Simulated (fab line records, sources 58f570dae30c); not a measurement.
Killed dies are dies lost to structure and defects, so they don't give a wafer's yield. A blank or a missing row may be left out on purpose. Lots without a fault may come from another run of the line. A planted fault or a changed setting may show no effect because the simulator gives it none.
Chamber matching | flow berkeley_cmos170 | UCB170_ACTIVE_ETCH_15 on rie_diel-04: 4 sister chambers
The step etches Si3N4 in CH3F/Ar/O2, stops on SiO2, target depth 242 nm, time 151 s. 16 wafers are shown with their chamber, then 8 later ones without.

WAFERS WITH THEIR CHAMBER
wafer  | chamber | drypump_motor_current_A (A) | throttle_valve_pct (%) | oes_product_au (a.u.)
L715.3 | 3       | 5.4                         | 8.05                   | 0.965
L715.4 | 1       | 6.4                         | 7.86                   | 0.936
L715.5 | 2       | 5.5                         | 8.22                   | 0.948
L716.1 | 2       | 5.5                         | 8.19                   | 0.940
L716.2 | 0       | 6.2                         | 7.86                   | 0.899
L716.5 | 1       | 6.4                         | 7.86                   | 0.923
L719.2 | 1       | 6.4                         | 7.85                   | 0.940
L719.3 | 0       | 6.2                         | 7.85                   | 0.921
L719.5 | 1       | 6.4                         | 7.85                   | 0.946
L718.2 | 2       | 5.5                         | 8.18                   | 0.946
L718.5 | 3       | 5.4                         | 8.07                   | 0.970
L718.6 | 0       | 6.2                         | 7.85                   | 0.924
L720.1 | 3       | 5.5                         | 8.05                   | 0.958
L720.3 | 1       | 6.4                         | 7.87                   | 0.940
L720.6 | 0       | 6.2                         | 7.84                   | 0.924
L721.2 | 0       | 6.2                         | 7.86                   | 0.925

SIGNATURES (means of the wafers above)
reading                 | chamber 0 | chamber 1 | chamber 2 | chamber 3 | scatter within a chamber
drypump_motor_current_A | 6.200     | 6.400     | 5.500     | 5.433     | 0.0236
throttle_valve_pct      | 7.8520    | 7.8580    | 8.1967    | 8.0567    | 0.0119
oes_product_au          | 0.91860   | 0.93700   | 0.94467   | 0.96433   | 0.00862
Rule: a wafer's distance from a chamber is the root of the sum, over the readings, of the square of ((its reading less the chamber's mean) divided by the reading's scatter). The wafer belongs to the nearest chamber; if the next one is less than 2 further off, it can't be placed. The scatter: the root of (the sum of the squares of (reading less its chamber's mean) over the shown wafers, divided by (wafers less chambers)).

WAFERS WITHOUT THEIR CHAMBER
wafer  | drypump_motor_current_A (A) | throttle_valve_pct (%) | oes_product_au (a.u.)
L721.5 | 5.5                         | 8.22                   | 0.952
L721.6 | 6.4                         | 7.85                   | 0.943
L725.1 | 5.4                         | 8.07                   | 0.973
L725.2 | 6.4                         | 7.87                   | 0.947
L725.5 | 6.4                         | 7.86                   | 0.938
L728.1 | 6.4                         | 7.86                   | 0.947
L728.2 | 5.5                         | 8.21                   | 0.950
L728.3 | 6.2                         | 7.87                   | 0.929

WHICH CHAMBER EACH WENT THROUGH
wafer  | from the rows above | in truth
L721.5 | 2                   | 2
L721.6 | 1                   | 1
L725.1 | 3                   | 3
L725.2 | 1                   | 1
L725.5 | 1                   | 1
L728.1 | 1                   | 1
L728.2 | 2                   | 2
L728.3 | 0                   | 0
Placed correctly: 8 of 8. Can't be placed from these rows: 0. Placed wrongly: 0.
